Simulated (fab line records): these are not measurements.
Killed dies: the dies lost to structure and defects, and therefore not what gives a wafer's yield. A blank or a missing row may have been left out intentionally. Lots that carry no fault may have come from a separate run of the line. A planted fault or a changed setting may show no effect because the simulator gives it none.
The tool behind it: which one? | flow berkeley-cmos170 | 21 wafers from 7 lots sampled at 2 of the route's 331 steps

## WHAT EACH GAUGE READ, for each wafer
UCB170_M1_CD_MEAS_09: target cd 700 nm.
lot  | measured     | on        | cd-nm (nm)
L545 | day 9 10:54  | cd-sem-01 | 699.5 698.5 699.9
L547 | day 10 04:33 | cd-sem-01 | 698.4 698.2 699.2
L551 | day 11 01:23 | cd-sem-02 | 700.3 700.1 699.5
L559 | day 12 02:38 | cd-sem-01 | 699.5 699.9 699.5
L561 | day 12 11:42 | cd-sem-01 | 699.9 699.9 700.1
L564 | day 12 17:26 | cd-sem-02 | 699.8 699.8 700.2
L566 | day 13 17:49 | cd-sem-02 | 700.9 700.5 700.5

## TOOL THAT RAN EACH LOT (tool first, then ch and the chambers of the sampled wafers, then the start)
lot  | UCB170_CONTACT_STRIP_06
L545 | plasma-asher-02 ch 0,1, day 9 07:54
L547 | plasma-asher-01 ch 0,1, day 9 22:17
L551 | plasma-asher-02 ch 0,1, day 10 19:47
L559 | plasma-asher-02 ch 1, day 11 20:38
L561 | plasma-asher-01 ch 0,1, day 12 07:31
L564 | plasma-asher-03 ch 0,1, day 12 11:18
L566 | plasma-asher-01 ch 0,1, day 13 14:10
- UCB170_CONTACT_STRIP_06: strips in O2.

## THE ANSWER, worked out from the rows above alone
Rule: usual is defined by the lots themselves. The widest of any qualifying gaps counts: lots, ordered by their means at a reading, are off when they make up no more than a third of the lots, leave a main group of 4 or more, and stand apart from it by 3 or more times the standard deviation of that group's means. Not used: any main group whose means are identical at the precision the tables above print for the reading. Also off: a lot with no number at a reading for which 4 or more lots have one. All remaining lots with rows at the step are treated as sound.
Across all readings shown, no lot is off: no conclusion can be drawn from this.

## WHAT WAS PUT IN BY THE SIMULATOR
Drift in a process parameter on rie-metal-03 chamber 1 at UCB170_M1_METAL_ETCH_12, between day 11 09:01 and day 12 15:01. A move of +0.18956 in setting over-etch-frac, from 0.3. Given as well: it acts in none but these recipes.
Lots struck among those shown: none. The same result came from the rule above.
